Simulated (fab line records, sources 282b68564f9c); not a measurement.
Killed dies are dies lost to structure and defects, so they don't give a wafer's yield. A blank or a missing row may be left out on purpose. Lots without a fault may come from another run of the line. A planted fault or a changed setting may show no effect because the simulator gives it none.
fab line records | flow rit_cmos
record lots=5 wafers=15 last_day=6
route steps=202 shown ACTIVE@2
lots that met no fault: from a run of the same line without faults
start_h: hours from the record's first day to the start of the lot's first wafer shown | wait_h: hours since the lot's step before | " the same as in the row above | L1.1+2: a row that stands for several wafers | - no value, or no start given | * or withheld: withheld | < > ~ a bound
route shown NAME@n: a module of which the file shows steps, and the number in the route of the first | usual: mean/standard deviation of fault-free wafers | same: alike in all rows | chamber/n: place in a boat | sites: the reading at each site | _std_site: their standard deviation | _edge_site: outer sites' mean less inner sites' | radius_mm: how far each site lies from the wafer's centre | mask NAME#n: copy n | behind: the tool/chamber that last shaped the wafer | hold: why the lot was held/for how many hours/how that ended | device: the transistor (n, p or np) that didn't switch | end of line: the same wafers' tests at the end of the route | a step without rows: its recipe alone | killed: dies lost to structure and defects at the first sort, not the wafer's yield | map: a wafer's dies, x killed, . not, _ none there
set.NAME: the setting as run; set.NAME@STEP: as run at that earlier step | model.NAME: the simulator's own value behind a step, which no gauge read
lots at some steps of the route; a table a step, a row a wafer
services: from which hour (start_h, from the record's first day; less than 0 if before it) a tool's chamber was out of use, for how many hours, and why
## steps
# step RIT_ACTIVE_OXIDATION_01
# recipe temp_c=994 ambient=O2 target_thk_a=468 ox_time_s=3360
# usual ox_temp_c_max=998.5/1.4 tube_center_temp_C=993.99/0.083
# columns lot.wafer tool chamber start_h wait_h ox_temp_c_max tube_center_temp_C
L078.1 furnace-04 0 30.89 0.9 998.1 993.96
L078.2 " 0 " " 1000.7 993.85
L078.6 " 0 " " 998.3 994.06
L084.2 furnace-04 0 60.31 0.3 999.4 993.99
L084.3 " 0 " " 999.4 993.98
L084.4 " 0 " " 997.8 994.13
L085.2 furnace-03 0 65.12 0.1 999.7 994.02
L085.3 " 0 " " 998.7 993.88
L085.5 " 0 " " 999.4 994.1
L087.1 furnace-01 0 77.34 2.3 997.1 993.95
L087.3 " 0 " " 997.6 994.1
L087.6 " 0 " " 996.1 994.11
L088.1 furnace-04 0 80.12 0.1 999.5 993.99
L088.2 " 0 " " 999.8 994.07
L088.6 " 0 " " 998.7 993.86
# step RIT_ACTIVE_THK_MEAS_02
# recipe reads=SiO2_of_ACTIVE_OXIDATION_01
# usual ACTIVE_OXIDE_THK=43.7/0.93
# columns lot.wafer tool chamber start_h wait_h ACTIVE_OXIDE_THK[nm]
L078.1 film_metro-02 - 32.83 0.0 43.2
L078.2 " - " " 43.0
L078.6 " - " " 43.4
L084.2 film_metro-04 - 62.26 0.0 43.3
L084.3 " - " " 42.3
L084.4 " - " " 42.8
L085.2 film_metro-04 - 67.06 0.0 45.2
L085.3 " - " " 45.0
L085.5 " - " " 45.3
L087.1 film_metro-02 - 79.27 0.0 42.2
L087.3 " - " " 43.1
L087.6 " - " " 42.7
L088.1 film_metro-04 - 82.05 0.0 43.7
L088.2 " - " " 43.7
L088.6 " - " " 43.5
# step RIT_ACTIVE_CVD_03
# recipe material=Si3N4 target_thk_nm=150 temp_c=810 precursor=SiH2Cl2/NH3 time_s=1500 pressure_mtorr=300 sih2cl2_flow_sccm=60 nh3_flow_sccm=150
# columns lot.wafer tool chamber start_h wait_h
L078.1+2+6 lpcvd-01 0 32.89 0.1
L084.2+3+4 lpcvd-01 0 62.31 0.0
L085.2+3+5 lpcvd-01 0 67.11 0.0
L087.1+3+6 lpcvd-01 0 79.33 0.1
L088.1+2+6 lpcvd-02 0 82.11 0.1
# step RIT_ACTIVE_THK_MEAS_04
# recipe reads=Si3N4_of_ACTIVE_CVD_03
# usual ACTIVE_NITRIDE_THK=150.4/1.4
# columns lot.wafer tool chamber start_h wait_h ACTIVE_NITRIDE_THK[nm]
L078.1 film_metro-01 - 34.30 0.0 149.6
L078.2 " - " " 150.0
L078.6 " - " " 151.0
L084.2 film_metro-01 - 63.73 0.0 152.9
L084.3 " - " " 152.9
L084.4 " - " " 152.0
L085.2 film_metro-01 - 68.54 0.0 153.1
L085.3 " - " " 152.1
L085.5 " - " " 152.5
L087.1 film_metro-02 - 81.46 0.0 150.3
L087.3 " - " " 152.1
L087.6 " - " " 150.5
L088.1 film_metro-04 - 83.53 0.0 152.0
L088.2 " - " " 153.0
L088.6 " - " " 152.5
# step RIT_ACTIVE_HMDS_05
# recipe prime_time_s=60 prime_temp_c=140
# usual chill_plate_temp_C=23.02/0.1
# columns lot.wafer tool chamber start_h wait_h chill_plate_temp_C
L078.1 litho_track-03 0 34.36 0.1 23.03
L078.2 " 0 " " 22.95
L078.6 " 0 " " 22.97
L084.2 litho_track-03 0 63.81 0.1 22.99
L084.3 " 0 " " 22.99
L084.4 " 0 " " 22.96
L085.2 litho_track-02 0 68.61 0.1 22.59
L085.3 " 0 " " 22.83
L085.5 " 0 " " 22.92
L087.1 litho_track-01 0 81.52 0.1 22.98
L087.3 " 0 " " 23.06
L087.6 " 0 " " 22.98
L088.1 litho_track-03 0 83.59 0.1 23.17
L088.2 " 0 " " 22.94
L088.6 " 0 " " 22.82
# step RIT_ACTIVE_COAT_06
# recipe resist=NOVOLAK spin_rpm=3250 resist_thk_nm=1000
# usual chill_plate_temp_C=22.98/0.099
# columns lot.wafer tool chamber start_h wait_h chill_plate_temp_C
L078.1 litho_track-03 0 34.51 0.1 22.79
L078.2 " 0 " " 22.83
L078.6 " 0 " " 23.02
L084.2 litho_track-03 0 63.96 0.1 23.04
L084.3 " 0 " " 23.03
L084.4 " 0 " " 23.18
L085.2 litho_track-02 0 68.77 0.1 22.81
L085.3 " 0 " " 23.02
L085.5 " 0 " " 23.05
L087.1 litho_track-01 0 81.67 0.1 23.11
L087.3 " 0 " " 23.03
L087.6 " 0 " " 22.93
L088.1 litho_track-03 0 83.74 0.1 23.10
L088.2 " 0 " " 23.24
L088.6 " 0 " " 23.09
# step RIT_ACTIVE_SOFTBAKE_07
# recipe resist=NOVOLAK temp_c=90 time_s=60
# usual chill_plate_temp_C=22.98/0.1
# columns lot.wafer tool chamber start_h wait_h chill_plate_temp_C
L078.1 litho_track-03 0 34.66 0.1 23.08
L078.2 " 0 " " 22.89
L078.6 " 0 " " 23.05
L084.2 litho_track-03 0 64.11 0.1 23.07
L084.3 " 0 " " 22.98
L084.4 " 0 " " 23.01
L085.2 litho_track-02 0 68.92 0.1 23.02
L085.3 " 0 " " 23.05
L085.5 " 0 " " 23.12
L087.1 litho_track-01 0 81.82 0.1 22.81
L087.3 " 0 " " 22.80
L087.6 " 0 " " 23.17
L088.1 litho_track-03 0 83.89 0.1 22.93
L088.2 " 0 " " 23.06
L088.6 " 0 " " 22.94
# step RIT_ACTIVE_EXPOSE_08
# recipe mask_id=M1 na=0.6 source_shape=conventional sigma_outer=0.6 target_cd_nm=1400 dose_mj=225
# usual stage_vel_mm_s=500.06/0.26
# columns lot.wafer tool chamber start_h wait_h mask stage_vel_mm_s
L078.1 iline_stepper-01 0 34.94 0.2 M1#0 499.73
L078.2 " 0 " " M1#0 499.54
L078.6 " 0 " " M1#0 499.74
L084.2 iline_stepper-01 0 64.25 0.1 M1#0 499.99
L084.3 " 0 " " M1#0 499.82
L084.4 " 0 " " M1#0 499.90
L085.2 iline_stepper-02 0 69.18 0.2 M1#0 499.91
L085.3 " 0 " " M1#0 500.14
L085.5 " 0 " " M1#0 500.08
L087.1 iline_stepper-01 0 81.97 0.1 M1#0 499.77
L087.3 " 0 " " M1#0 499.70
L087.6 " 0 " " M1#0 499.72
L088.1 iline_stepper-02 0 84.17 0.2 M1#0 500.11
L088.2 " 0 " " M1#0 499.96
L088.6 " 0 " " M1#0 500.28
# step RIT_ACTIVE_PEB_09
# recipe resist=NOVOLAK temp_c=withheld time_s=withheld
# usual chill_plate_temp_C=*
# columns lot.wafer tool chamber start_h wait_h chill_plate_temp_C
L078.1 litho_track-03 0 35.05 0.1 *
L078.2 " 0 " " *
L078.6 " 0 " " *
L084.2 litho_track-03 0 64.37 0.1 *
L084.3 " 0 " " *
L084.4 " 0 " " *
L085.2 litho_track-01 0 69.31 0.1 *
L085.3 " 0 " " *
L085.5 " 0 " " *
L087.1 litho_track-03 0 82.20 0.2 *
L087.3 " 0 " " *
L087.6 " 0 " " *
L088.1 litho_track-02 0 84.28 0.1 *
L088.2 " 0 " " *
L088.6 " 0 " " *
# step RIT_ACTIVE_DEVELOP_10
# recipe resist=NOVOLAK develop_time_s=50 dev_temp_c=23
# usual chill_plate_temp_C=23.00/0.099
# columns lot.wafer tool chamber start_h wait_h chill_plate_temp_C
L078.1 litho_track-03 0 - - 22.95
L078.2 " 0 " " 22.96
L078.6 " 0 " " 22.98
L084.2 litho_track-03 0 - - 23.20
L084.3 " 0 " " 23.12
L084.4 " 0 " " 22.91
L085.2 litho_track-01 0 - - 23.14
L085.3 " 0 " " 22.98
L085.5 " 0 " " 23.07
L087.1 litho_track-03 0 - - 23.10
L087.3 " 0 " " 22.98
L087.6 " 0 " " 23.03
L088.1 litho_track-02 0 - - 23.03
L088.2 " 0 " " 23.07
L088.6 " 0 " " 23.08
# step RIT_ACTIVE_CD_MEAS_11
# recipe target_cd_nm=1400
# usual cd_nm=1400.2/2.5
# columns lot.wafer tool chamber start_h wait_h cd_nm
L078.1 cd_sem-01 - 35.34 - 1399.3
L078.2 " - " " 1399.9
L078.6 " - " " 1401.1
L084.2 cd_sem-02 - 64.65 - 1399.0
L084.3 " - " " 1400.0
L084.4 " - " " 1398.6
L085.2 cd_sem-01 - 69.58 - 1401.4
L085.3 " - " " 1400.8
L085.5 " - " " 1400.7
L087.1 cd_sem-01 - 82.49 - 1398.8
L087.3 " - " " 1398.6
L087.6 " - " " 1396.3
L088.1 cd_sem-01 - 84.56 - 1398.1
L088.2 " - " " 1399.4
L088.6 " - " " 1399.9
# step RIT_ACTIVE_HARDBAKE_12
# recipe resist=NOVOLAK temp_c=140.9 time_s=60
# usual chill_plate_temp_C=23.00/0.093
# columns lot.wafer tool chamber start_h wait_h chill_plate_temp_C
L078.1 litho_track-02 0 35.46 0.1 22.87
L078.2 " 0 " " 23.07
L078.6 " 0 " " 22.91
L084.2 litho_track-03 0 64.78 0.1 23.07
L084.3 " 0 " " 22.97
L084.4 " 0 " " 23.03
L085.2 litho_track-02 0 69.89 0.3 23.01
L085.3 " 0 " " 22.89
L085.5 " 0 " " 23.01
L087.1 litho_track-01 0 82.80 0.3 22.84
L087.3 " 0 " " 22.99
L087.6 " 0 " " 23.14
L088.1 litho_track-03 0 84.68 0.1 22.94
L088.2 " 0 " " 23.07
L088.6 " 0 " " 22.98
## services
# columns tool chamber start_h hours kind
lpcvd-02 - 20.43 0.9 repair
iline_stepper-02 - 30.82 2.1 pm
iline_stepper-02 - 32.91 - consumable_replace:lamp
furnace-04 - 50.20 4.2 pm
## key
fault none
